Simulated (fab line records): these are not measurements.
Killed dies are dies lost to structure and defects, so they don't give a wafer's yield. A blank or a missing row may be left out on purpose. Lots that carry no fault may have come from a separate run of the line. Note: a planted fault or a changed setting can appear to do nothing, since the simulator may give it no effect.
Which tool did it? | flow berkeley-cmos170 | 14 lots with 42 wafers sampled at 5 steps, on a route of 331 steps

## WHAT EACH GAUGE READ, for each wafer
UCB170_WELLDRIVE_THK_MEAS_02. Usual: WELLDRIVE_OXIDE_THK typically reads 185 nm, with standard deviation 3.9.
lot  | measured    | on            | WELLDRIVE_OXIDE_THK (nm) | flag
L273 | day 3 23:09 | film-metro-02 | 187 188 189              |
L276 | day 4 17:41 | film-metro-03 | 187 184 186              |
L278 | day 4 17:41 | film-metro-01 | 186 191 190              |
L279 | day 5 13:09 | film-metro-03 | 181 178 178              |
L280 | day 5 13:09 | film-metro-02 | 189 188 188              |
L284 | day 5 19:03 | film-metro-03 | 183 182 182              |
L282 | day 5 19:05 | film-metro-02 | 184 182 184              |
L288 | day 7 03:56 | film-metro-03 | 189 187 185              |
L289 | day 7 03:57 | film-metro-01 | 187 190 186              |
L290 | day 7 09:23 | film-metro-03 | 195 192 192              |
L291 | day 7 20:23 | film-metro-02 | 190 187 189              |
L293 | day 8 03:43 | film-metro-01 | 188 183 186              |
L295 | day 8 03:47 | film-metro-01 | 187 185 186              |
L296 | day 8 17:10 | film-metro-03 | 188 184 191              |

UCB170_SDANNEAL_RS_MEAS_03: a four-point-probe measurement. Usual: NSD_RS typically reads 37.28 ohm/sq, with standard deviation 0.09.
lot  | measured     | on            | NSD_RS (ohm/sq)   | flag
L273 | day 8 00:21  | film-metro-04 | 37.20 37.25 37.09 |
L276 | day 8 11:51  | film-metro-03 | 37.31 37.38 37.30 |
L278 | day 8 11:38  | film-metro-01 | 37.27 37.21 37.35 |
L279 | day 9 14:23  | film-metro-01 | 37.31 37.17 37.28 |
L280 | day 9 13:50  | film-metro-03 | 37.20 37.23 37.29 |
L284 | day 9 14:22  | film-metro-03 | 37.36 37.43 37.39 |
L282 | day 9 13:49  | film-metro-01 | 37.35 37.43 37.35 |
L288 | day 11 02:24 | film-metro-01 | 37.38 37.18 37.29 |
L289 | day 11 02:32 | film-metro-04 | 37.12 37.19 37.10 |
L290 | day 11 02:13 | film-metro-03 | 37.24 37.23 37.26 |
L291 | day 11 13:46 | film-metro-04 | 37.32 37.42 37.43 |
L293 | day 12 13:09 | film-metro-01 | 37.22 37.25 37.19 |
L295 | day 12 13:20 | film-metro-04 | 37.28 37.29 37.20 |
L296 | day 12 16:23 | film-metro-01 | 37.32 37.29 37.30 |

UCB170_M2_CD_MEAS_90: the cd target is 700 nm. Usual: 700 nm for cd-nm, sd 4.
lot  | measured     | on        | cd-nm (nm)  | flag
L273 | day 8 16:34  | cd-sem-01 | 704 696 702 |
L276 | day 9 08:29  | cd-sem-02 | 691 702 696 |
L278 | day 9 05:01  | cd-sem-02 | 701 708 702 |
L279 | day 10 07:23 | cd-sem-02 | 701 704 697 |
L280 | day 10 04:28 | cd-sem-02 | 702 701 698 |
L284 | day 10 08:30 | cd-sem-02 | 704 706 695 |
L282 | day 10 05:34 | cd-sem-01 | 696 692 705 |
L288 | day 11 20:21 | cd-sem-02 | - - -       | OFF
L289 | day 11 20:34 | cd-sem-01 | - - -       | OFF
L290 | day 11 17:21 | cd-sem-01 | 706 706 707 |
L291 | day 12 04:55 | cd-sem-01 | 702 700 700 |
L293 | day 13 03:01 | cd-sem-01 | 695 698 701 |
L295 | day 13 04:56 | cd-sem-01 | 708 709 709 |
L296 | day 13 11:12 | cd-sem-02 | 696 702 698 |

## EACH LOT AND THE TOOL THAT RAN IT (in order: tool; ch and the chambers of the sampled wafers; start)
lot  | UCB170_M2_ETCH_17                  | UCB170_M2_METAL_ETCH_18
L273 | rie-diel-03 ch 0,1,2, day 8 16:14  | rie-metal-02 ch 0,1, day 8 16:16
L276 | rie-diel-04 ch 1,2,3, day 9 08:10  | rie-metal-01 ch 0,1, day 9 08:13
L278 | rie-diel-03 ch 1,2, day 9 04:40    | rie-metal-03 ch 0,1, day 9 04:43
L279 | rie-diel-03 ch 1,2, day 10 07:02   | rie-metal-03 ch 0,1, day 10 07:05
L280 | rie-diel-03 ch 0,1,2, day 10 04:07 | rie-metal-02 ch 0,1, day 10 04:09
L284 | rie-diel-03 ch 1,3, day 10 08:10   | rie-metal-01 ch 0,1, day 10 08:13
L282 | rie-diel-01 ch 1,2, day 10 05:14   | rie-metal-01 ch 0,1, day 10 05:16
L288 | rie-diel-01 ch 0,1,3, day 11 20:01 | rie-metal-03 ch 1, day 11 20:04
L289 | rie-diel-03 ch 0,2,3, day 11 20:13 | rie-metal-02 ch 0,1, day 11 20:16
L290 | rie-diel-01 ch 0,3, day 11 17:00   | rie-metal-01 ch 0, day 11 17:02
L291 | rie-diel-04 ch 1,2,3, day 12 04:34 | rie-metal-03 ch 0,1, day 12 04:37
L293 | rie-diel-03 ch 0,1, day 13 02:41   | rie-metal-03 ch 0,1, day 13 02:44
L295 | rie-diel-04 ch 1,2, day 13 04:35   | rie-metal-01 ch 0, day 13 04:38
L296 | rie-diel-03 ch 0,2,3, day 13 10:52 | rie-metal-03 ch 0,1, day 13 10:55
- UCB170_M2_ETCH_17: etches BARC in N2/H2.
- UCB170_M2_METAL_ETCH_18: etches Al in Cl2/BCl3, stops on SiO2, target depth 1170 nm, time 195 s.

## AS READ BY THE TOOLS THEMSELVES (means over the sampled wafers that have a number; for cases with no such wafer, the mark the record gives instead)
UCB170_M2_ETCH_17. Usual: bias-w 100.0 W, standard deviation 0.31; chamber-pressure-mTorr 29.997 mTorr, standard deviation 0.026; drypump-motor-current-A 5.6 A, standard deviation 0.35; oes-product-au 0.977 a.u., standard deviation 0.025; throttle-valve-pct 13.31 %, standard deviation 0.24.
lot  | tool        | bias-w (W) | chamber-pressure-mTorr (mTorr) | drypump-motor-current-A (A) | oes-product-au (a.u.) | throttle-valve-pct (%) | flag
L273 | rie-diel-03 | 100.1      | 29.972                         | 5.6                         | 1.007                 | 13.25                  |
L276 | rie-diel-04 | 100.1      | 30.004                         | 6.0                         | 0.984                 | 13.21                  |
L278 | rie-diel-03 | 100.0      | 29.990                         | 5.5                         | 0.987                 | 13.26                  |
L279 | rie-diel-03 | 100.2      | 29.996                         | 5.4                         | 0.996                 | 13.06                  |
L280 | rie-diel-03 | 100.3      | 30.002                         | 5.6                         | 0.999                 | 13.25                  |
L284 | rie-diel-03 | 99.7       | 29.990                         | 5.6                         | 0.979                 | 13.04                  |
L282 | rie-diel-01 | 99.9       | 29.978                         | 5.5                         | 0.955                 | 13.33                  |
L288 | rie-diel-01 | -          | -                              | -                           | -                     | -                      | OFF
L289 | rie-diel-03 | -          | -                              | -                           | -                     | -                      | OFF
L290 | rie-diel-01 | 100.2      | 30.000                         | 5.5                         | 0.970                 | 13.63                  |
L291 | rie-diel-04 | 100.1      | 29.979                         | 6.0                         | 0.979                 | 13.20                  |
L293 | rie-diel-03 | 100.0      | 30.014                         | 5.7                         | 1.016                 | 13.24                  |
L295 | rie-diel-04 | 100.1      | 29.998                         | 6.1                         | 0.961                 | 13.17                  |
L296 | rie-diel-03 | 100.0      | 29.977                         | 5.8                         | 0.991                 | 13.41                  |

UCB170_M2_METAL_ETCH_18. Usual: bcl3-flow-sccm 45.00 sccm, standard deviation 0.14; bias-w 120.0 W, standard deviation 0.35; drypump-motor-current-A 5.3 A, standard deviation 0.41; oes-product-au 0.859 a.u., standard deviation 0.014; throttle-valve-pct 24.52 %, standard deviation 0.22.
lot  | tool         | bcl3-flow-sccm (sccm) | bias-w (W) | drypump-motor-current-A (A) | oes-product-au (a.u.) | throttle-valve-pct (%) | flag
L273 | rie-metal-02 | 45.08                 | 119.9      | 4.9                         | 0.847                 | 24.25                  |
L276 | rie-metal-01 | 44.99                 | 119.9      | 5.2                         | 0.868                 | 24.45                  |
L278 | rie-metal-03 | 45.06                 | 120.2      | 5.7                         | 0.881                 | 24.71                  |
L279 | rie-metal-03 | 44.80                 | 120.2      | 5.7                         | 0.862                 | 24.74                  |
L280 | rie-metal-02 | 45.05                 | 120.0      | 4.9                         | 0.842                 | 24.24                  |
L284 | rie-metal-01 | 44.99                 | 120.1      | 5.4                         | 0.856                 | 24.59                  |
L282 | rie-metal-01 | 44.93                 | 120.2      | 5.2                         | 0.869                 | 24.45                  |
L288 | rie-metal-03 | 45.03                 | 119.6      | 6.0                         | 0.377                 | 24.99                  | OFF
L289 | rie-metal-02 | 44.95                 | 120.1      | 4.9                         | 0.366                 | 24.47                  | OFF
L290 | rie-metal-01 | 44.94                 | 120.4      | 5.6                         | 0.844                 | 24.71                  |
L291 | rie-metal-03 | 45.10                 | 120.0      | 5.5                         | 0.862                 | 24.69                  |
L293 | rie-metal-03 | 45.09                 | 119.8      | 5.5                         | 0.874                 | 24.69                  |
L295 | rie-metal-01 | 44.94                 | 120.2      | 5.7                         | 0.857                 | 24.72                  |
L296 | rie-metal-03 | 44.89                 | 120.0      | 5.7                         | 0.866                 | 24.72                  |

## THE ANSWER, worked out from the rows above alone
Rule: lot off if the mean of its wafers having a number is beyond 3 standard deviations from the usual mean. Also off: a lot with no number at a reading for which 4 or more lots have one. Where the step has rows for the other lots, those lots are counted as sound. After the gauges, taken in route order, come the tools' own readings; for these a lot's mean is taken, as printed above. At the first step where some lot is off, the reading lying furthest off is the one used; lots without a number count as furthest.
Off at UCB170_M2_CD_MEAS_90 (cd-nm): L288, L289. Without a number there: L288, L289.
If a tool, at a process step before that reading, ran all the lots that are off and no sound lot after the first of them, it fits. Not tried: the gauges at UCB170_M2_CD_MEAS_90; whatever is off there is also off at UCB170_M2_ETCH_17, on other tools, and gauge error can't account for it. Of those tried, none fits.

## WHAT THE SIMULATOR PUT IN
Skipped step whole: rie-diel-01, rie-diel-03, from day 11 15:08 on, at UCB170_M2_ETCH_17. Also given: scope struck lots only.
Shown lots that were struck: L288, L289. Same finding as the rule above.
